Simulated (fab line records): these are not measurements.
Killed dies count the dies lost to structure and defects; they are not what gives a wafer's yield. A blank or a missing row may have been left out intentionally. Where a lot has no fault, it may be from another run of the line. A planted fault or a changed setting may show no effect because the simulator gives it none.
Which tool did it?	flow berkeley_cmos170	7 lots with 21 wafers sampled at 2 steps, on a route of 331 steps

WHAT THE GAUGES SHOWED, per wafer
UCB170_ACTIVE_OVL_MEAS_14.
lot	measured	on	ACTIVE_OVL (nm)
L681	day 4 20:23	overlay-01	-8 2 -4
L683	day 5 13:30	overlay-02	-8 -4 -7
L685	day 5 13:47	overlay-02	-5 -8 -3
L687	day 6 03:19	overlay-02	-7 -6 1
L691	day 7 11:53	overlay-01	-218 -223 -217
L699	day 8 14:41	overlay-02	2 -2 0
L702	day 9 03:43	overlay-01	3 -6 3

EACH LOT AND THE TOOL THAT RAN IT (in order: tool; ch and the chambers of the sampled wafers; start)
lot	UCB170_ACTIVE_EXPOSE_10
L681	krf_scanner-01 ch 0, day 4 19:53
L683	krf_scanner-01 ch 0, day 5 12:39
L685	krf_scanner-01 ch 0, day 5 13:11
L687	krf_scanner-01 ch 0, day 6 02:49
L691	krf_scanner-02 ch 0, day 7 11:05
L699	krf_scanner-01 ch 0, day 8 14:11
L702	krf_scanner-01 ch 0, day 9 03:04
- UCB170_ACTIVE_EXPOSE_10: exposes mask ACTIVE, target cd 1200 nm.

THE ANSWER, worked out from the rows above alone
Rule: the usual values come from the lots themselves. Put in order of their means at a reading, lots are off if they are a third of the lots or fewer, leave a main group of 4 or more, and stand apart from it by a gap of 3 or more times the standard deviation of the main group's means; of several such gaps the widest counts. A main group whose means are all the same, to the digits that the tables above print for the reading, isn't used. A lot without any number at a reading at which 4 lots or more have one is off too. All remaining lots with rows at the step are treated as sound.
Off: at UCB170_ACTIVE_OVL_MEAS_14 (ACTIVE_OVL), L691. The main group: mean -3 nm, standard deviation 2.4.
If a tool, at a process step before that reading, ran all the lots that are off and no sound lot after the first of them, it fits. Those tools and the gauges at UCB170_ACTIVE_OVL_MEAS_14 are tried in the same way. One fits: krf_scanner-02 at UCB170_ACTIVE_EXPOSE_10. It ran no sound lot before its first lot that is off in this sample, so the start can't be narrowed down.

WHAT THE SIMULATOR HAD PUT IN
Scanner matching overlay: krf_scanner-02, from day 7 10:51 on, at UCB170_ACTIVE_EXPOSE_10. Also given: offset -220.
Lots struck among those shown: L691. This agrees with what the rule above found.
